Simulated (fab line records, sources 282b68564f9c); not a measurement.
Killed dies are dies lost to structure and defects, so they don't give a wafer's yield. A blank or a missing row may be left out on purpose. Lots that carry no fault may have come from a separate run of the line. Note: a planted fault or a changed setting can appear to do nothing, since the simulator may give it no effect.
One fault through the eyes of 2 desks -- flow ritCmos -- every desk sees just its own numbers, and what lay behind them comes last

## METROLOGY DESK
Lot by lot, what the gauges showed, no matter which tool ran the lot: averages of those sampled wafers that carry a number. Marked OUT: a lot whose mean sits more than 4 standard deviations from the usual mean, which makes it out of limits; the brackets give that distance.
Columns: A = FOX2_OXIDE_THK at RIT_FOX2_THK_MEAS_01, usual 354 nm; B = PWELL_OVL at RIT_PWELL_OVL_MEAS_06, usual -1.7 nm
lot,first seen here,A,B
L309,day 1 18:28,348,0.1
L310,day 2 00:30,349,-1.3
L311,day 2 05:41,357,-0.2
L313,day 2 15:53,350,0.3
L314,day 2 19:26,360,-3.1
L315,day 3 01:01,346,-2.6
L316,day 3 08:07,349,0.5
L317,day 3 13:07,360,-4.6
L320,day 4 01:28,365,-0.4
L321,day 4 06:22,346,-1.1
L325,day 5 02:34,361,-1.9
L326,day 5 07:26,358,-3.2
L330,day 6 03:26,356,-0.0
L332,day 6 13:23,344,-0.9
This desk found nothing out of limits on any of the 14 lots.

## DESK OF THE TOOL OWNER: rieDiel-03
The tool's own readings at RIT_SPACER_ETCHBACK_05 (etches Si3N4 in SF6/CHF3, stops on SiO2, target depth 250 nm, time 240 s): means of the sampled wafers that have a number, for each lot that ran on this tool. Marked OUT: a lot whose mean sits more than 4 standard deviations from the usual mean, which makes it out of limits; the brackets give that distance.
Columns: A = SF6_flow_sccm at RIT_SPACER_ETCHBACK_05, usual 29.99 sccm; B = drypumpMotorCurrentA at RIT_SPACER_ETCHBACK_05, usual 5.6 A; C = oesProductAu at RIT_SPACER_ETCHBACK_05, usual 0.844 a.u.; D = rfFwdPowerW at RIT_SPACER_ETCHBACK_05, usual 249.2 W; E = throttleValvePct at RIT_SPACER_ETCHBACK_05, usual 10.40 %
lot,first seen here,A,B,C,D,E
L309,day 2 21:28,30.03,5.5,0.832,248.5,10.33
L310,day 3 04:55,29.95,5.5,0.816,248.5,10.33
L316,day 4 14:01,29.94,5.4,0.834,249.2,10.40
L320,day 5 04:42,30.05,5.8,0.838,249.2,10.34
L325,day 6 05:58,30.00,5.6,0.828,282.9 (+46) OUT,10.38
L330,day 7 08:56,30.03,5.3,0.821,283.2 (+46) OUT,10.48
Finding of this desk: L325, L330 out of limits; the first was L325 at day 6 05:58, on rfFwdPowerW at RIT_SPACER_ETCHBACK_05. Within limits: L309, L310, L316, L320.

## TAKEN TOGETHER
An alarm could have come from the tool owner's desk at day 6 05:58, on L325, L330.
Metrology desk: nothing out of limits seen.
The metrology desk has L325, L330 on record, within its limits.
On rieDiel-03, each named lot ran RIT_SPACER_ETCHBACK_05.

## WHAT THE SIMULATOR HAD INSERTED
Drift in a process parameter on rieDiel-03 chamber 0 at RIT_SPACER_ETCHBACK_05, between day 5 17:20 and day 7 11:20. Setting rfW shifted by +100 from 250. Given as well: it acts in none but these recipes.
Lots struck among those shown: L325, L330.
How many hours passed from the start of the fault until each desk's first out-of-limits reading: the tool owner's desk, 13.
